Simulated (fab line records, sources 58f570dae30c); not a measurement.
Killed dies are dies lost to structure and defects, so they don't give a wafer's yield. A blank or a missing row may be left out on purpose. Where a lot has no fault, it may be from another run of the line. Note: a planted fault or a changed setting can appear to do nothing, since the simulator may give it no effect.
Code-filled problem report in 8D (eight disciplines) form ; flow berkeleyCmos170 ; the parts of the form that need people (team, actions taken, sign-off) are left out

== 1. THE PROBLEM ==
Mean of stripTimeToEndpointS at UCB170_ACTIVE_STRIP_16: 17.64 s across 6 wafers in 2 lots; on wafers with no fault it is 18.08 s (standard deviation 0.062). That puts it -7.2 standard deviations away from the usual mean.
The step: strips in O2.
The first sign was on wafer L299.2 at day 8 12:12, on plasmaAsher-01. Wafers with a number at this step in the record: 42, from 14 lots. Rule for "out", or "out of limits": more than 4 standard deviations from the usual mean. The other wafers with a number count as sound.

== 2. WHAT IT IS; WHAT IT IS NOT ==
question;is;is not
which readings at this step;stripTimeToEndpointS;drypumpMotorCurrentA, oesProductAu
which lots;L299, L301;L281, L282, L283, L284, L285, L286, L287, L290, L291, L292, L294, L304
which wafers of those lots;all that have a number;-
read on which tools;plasmaAsher-01, plasmaAsher-02;plasmaAsher-04
when;from day 8 12:12;"up to then (33 sound wafers); but 3 sound wafers of L304 came after"

== 3. THE SUSPECTS, EACH WITH WHAT RULES IT OUT ==
Counting: any tool at a process step up to the reading is kept as a suspect provided that every lot that is out went through it and no sound lot did after the first of them.
- lithoTrack-01 at UCB170_ACTIVE_COAT_08 (resist thk 900 nm): kept. All lots that are out passed through it, beginning with L299 at day 8 10:23, and no sound lot followed; its final sound lot before that point was L294 at day 7 04:38.
Left after counting: lithoTrack-01 at UCB170_ACTIVE_COAT_08.

== 4. THE CAUSE (what the simulator had put in) ==
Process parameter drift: lithoTrack-01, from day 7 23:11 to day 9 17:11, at UCB170_ACTIVE_COAT_08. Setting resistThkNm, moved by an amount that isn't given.
Counting left only this tool.

== 5. SEQUENCE OF EFFECTS, ordered by route ==
Each row: a reading where the mean over the struck wafers with a number is more than 3 standard deviations away from the usual. Only readings whose record carries a usual standard deviation are examined. hours: median over the lots of the time between each lot's start at the first step of this table that gives one and its start at this step. sigmas: the change, counted in usual standard deviations.
hours;step;reading;usual;on struck wafers;change;sigmas
0;UCB170_ACTIVE_STRIP_16;stripTimeToEndpointS;18.08 s;17.64;-0.44;-7.2
Its process steps:
- UCB170_ACTIVE_STRIP_16: strips in O2.
Later steps that measure or inspect, where all struck wafers having a row at the step show a number for every such reading and not one has moved that far: UCB170_NVT_OVL_MEAS_06.

== 6. HOW IT WOULD HAVE BEEN CAUGHT EARLIER ==
The fault began at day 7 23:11; the first out-of-limits reading in this record came at day 8 12:12, 13 hours later.
An alarm limit of 4 standard deviations would not have fired on the tool readings at UCB170_ACTIVE_COAT_08 for which the record gives a usual standard deviation, since none of them was out on any struck wafer.
Among the 2 lots that are out, L301 began UCB170_ACTIVE_COAT_08 on lithoTrack-01 after day 8 12:12. Had the tool been put on hold then, it would have been spared.
